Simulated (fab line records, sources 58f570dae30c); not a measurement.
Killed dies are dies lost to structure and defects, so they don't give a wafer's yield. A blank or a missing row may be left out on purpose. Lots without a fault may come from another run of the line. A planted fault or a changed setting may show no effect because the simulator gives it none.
Split-lot experiment | flow berkeley_cmos170 | 5 lots, 23 wafers read, on a route of 331 steps

THE SPLIT
At UCB170_PFIELD_IMPLANT_07, the setting dose_cm2 was moved away from the recipe's 2e+13 on 7 of the 23 wafers read, by +4.0% to +5.8%. The other wafers ran this setting at the recipe's value.

FROM THE SPLIT TO THE READING: what the file shows between them, 1 step
- UCB170_PFIELD_STRIP_08: strips in O2

THE READING
PFIELD_TW, at UCB170_PFIELD_TW_MEAS_09. Fault-free wafers of this fab line usually give 601, standard deviation 5.3.

wafer  | tool, chamber at the split | dose_cm2 as run | against the recipe | PFIELD_TW | against lot-mates on the recipe
L076.1 | implanter-01, 0            | 2.081e+13       | +4.0%              | 607       | +8
L076.2 | implanter-01, 0            | 2e+13           | recipe             | 598       | -
L076.3 | implanter-01, 0            | 2.081e+13       | +4.0%              | 605       | +6
L076.4 | implanter-01, 0            | 2.081e+13       | +4.0%              | 605       | +6
L076.6 | implanter-01, 0            | 2e+13           | recipe             | 600       | -
L078.1 | implanter-01, 0            | 2e+13           | recipe             | 596       | -
L078.2 | implanter-01, 0            | 2.116e+13       | +5.8%              | 608       | +11
L078.4 | implanter-01, 0            | 2e+13           | recipe             | 598       | -
L078.5 | implanter-01, 0            | 2.116e+13       | +5.8%              | 612       | +15
L078.6 | implanter-01, 0            | 2e+13           | recipe             | 597       | -
L077.1 | implanter-04, 0            | 2e+13           | recipe             | 607       | -
L077.2 | implanter-04, 0            | 2e+13           | recipe             | 608       | -
L077.4 | implanter-04, 0            | 2e+13           | recipe             | 609       | -
L077.5 | implanter-04, 0            | 2e+13           | recipe             | 609       | -
L077.6 | implanter-04, 0            | 2e+13           | recipe             | 606       | -
L082.1 | implanter-01, 0            | 2e+13           | recipe             | 596       | -
L082.3 | implanter-01, 0            | 2e+13           | recipe             | 597       | -
L082.4 | implanter-01, 0            | 2e+13           | recipe             | 599       | -
L083.1 | implanter-03, 0            | 2e+13           | recipe             | 593       | -
L083.3 | implanter-03, 0            | 2e+13           | recipe             | 600       | -
L083.4 | implanter-03, 0            | 2e+13           | recipe             | 596       | -
L083.5 | implanter-03, 0            | 2.083e+13       | +4.2%              | 606       | +10
L083.6 | implanter-03, 0            | 2.083e+13       | +4.2%              | 604       | +8

THE FIT
A straight line over all 23 wafers: PFIELD_TW changes by +1.4 for each +1% of dose_cm2; r = +0.56; the points scatter about the line by 4.6.
The same after taking each lot's own level away (the mean of its wafers on the recipe; 23 wafers): +2.03 for each +1%; r = +0.93; scatter 1.7.
On that fit, the largest move of dose_cm2 shifts the reading by 12.
The lots' own levels span 596.3 to 607.8, that is 2.2 times the standard deviation above.
So the lot-to-lot level blurs the effect unless lot-mates are compared.
Check: with one of the wafers moved furthest among these (+5.8%) left out of the fit, the line predicts +11.9 for it against its lot-mates. It came out at +11 against them.

OTHER SPLITS ON THESE WAFERS
These wafers also went through other splits before the reading. Each is held against what the fit with the lots' levels taken away leaves over:
other split on the same wafers     | wafers away from the commonest value | r with PFIELD_TW (lot level and that fit taken away)
UCB170_ZERO_STRIP_07 o2_flow_sccm  | 10                                   | -0.29
UCB170_PWELL_COAT_08 resist_thk_nm | 5                                    | -0.06
UCB170_ACTIVE_EXPOSE_10 dose_mj    | 8                                    | -0.48
UCB170_ACTIVE_ETCH_15 time_s       | 10                                   | +0.19

THE FILE'S OWN FIT
PFIELD_TW changes by +2.05 for each +1% of dose_cm2, r = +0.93.
